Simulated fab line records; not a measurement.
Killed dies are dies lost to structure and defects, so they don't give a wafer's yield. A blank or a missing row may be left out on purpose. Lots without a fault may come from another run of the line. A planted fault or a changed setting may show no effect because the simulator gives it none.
2 desks looking at one fault | flow berkeley-cmos170 | numbers are kept per desk, each desk with only its own; the story behind them comes last

AT THE METROLOGY DESK
What the gauges read for every lot (on any tool): the sampled wafers with a number, averaged. Any lot whose mean is over 4 standard deviations away from the usual mean is out of limits and marked OUT; that distance is given in the brackets.
Columns: A = GATE_POLY_THK at UCB170_GATE_THK_MEAS_05, usual 214.8 nm
lot  | first seen here | A
L345 | day 6 07:16     | 215.1
L348 | day 6 15:28     | 215.1
L347 | day 6 15:29     | 213.8
L355 | day 8 22:21     | 304.0 (+45) OUT
L357 | day 8 22:22     | 216.6
L360 | day 9 14:06     | 210.8
L361 | day 9 14:08     | 215.6
L359 | day 9 20:23     | 211.9
L362 | day 9 20:23     | 215.4
L363 | day 10 03:04    | 212.1
L364 | day 10 14:28    | 214.1
L367 | day 10 21:35    | 215.5
L368 | day 11 11:59    | 213.2
This desk's result: L355 out of limits, first on L355 (GATE_POLY_THK at UCB170_GATE_THK_MEAS_05), day 8 22:21. Within limits: L345, L348, L347, L357, L360, L361, L359, L362, L363, L364, L367, L368.

THE TOOL OWNER'S DESK: lpcvd-02
The tool's own readings at UCB170_GATE_CVD_04 (deposits poly-Si from SiH4, time 1440 s, target thk 214 nm): means of the sampled wafers that have a number, for each lot that ran on this tool. Any lot whose mean is over 4 standard deviations away from the usual mean is out of limits and marked OUT; that distance is given in the brackets.
Columns: A = pressure-mtorr at UCB170_GATE_CVD_04, usual 375.1 mTorr
lot  | first seen here | A
L345 | day 6 05:50     | 376.0
L355 | day 8 20:57     | 374.5
L357 | day 8 20:57     | 374.7
This desk's finding: nothing out of limits on any of the 3 lots.

PUT TOGETHER
Metrology desk: alarm possible at day 8 22:21 on L355.
Nothing out of limits was seen by the tool owner's desk.
Tool owner's desk: L355 on record, inside its limits.
On lpcvd-02, each named lot ran UCB170_GATE_CVD_04.

WHAT THE SIMULATOR HAD PUT IN
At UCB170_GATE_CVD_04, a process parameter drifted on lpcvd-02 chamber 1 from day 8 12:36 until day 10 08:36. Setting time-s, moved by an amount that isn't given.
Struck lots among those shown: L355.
Delay in hours, fault start to first out-of-limits reading, per desk: metrology desk 10.
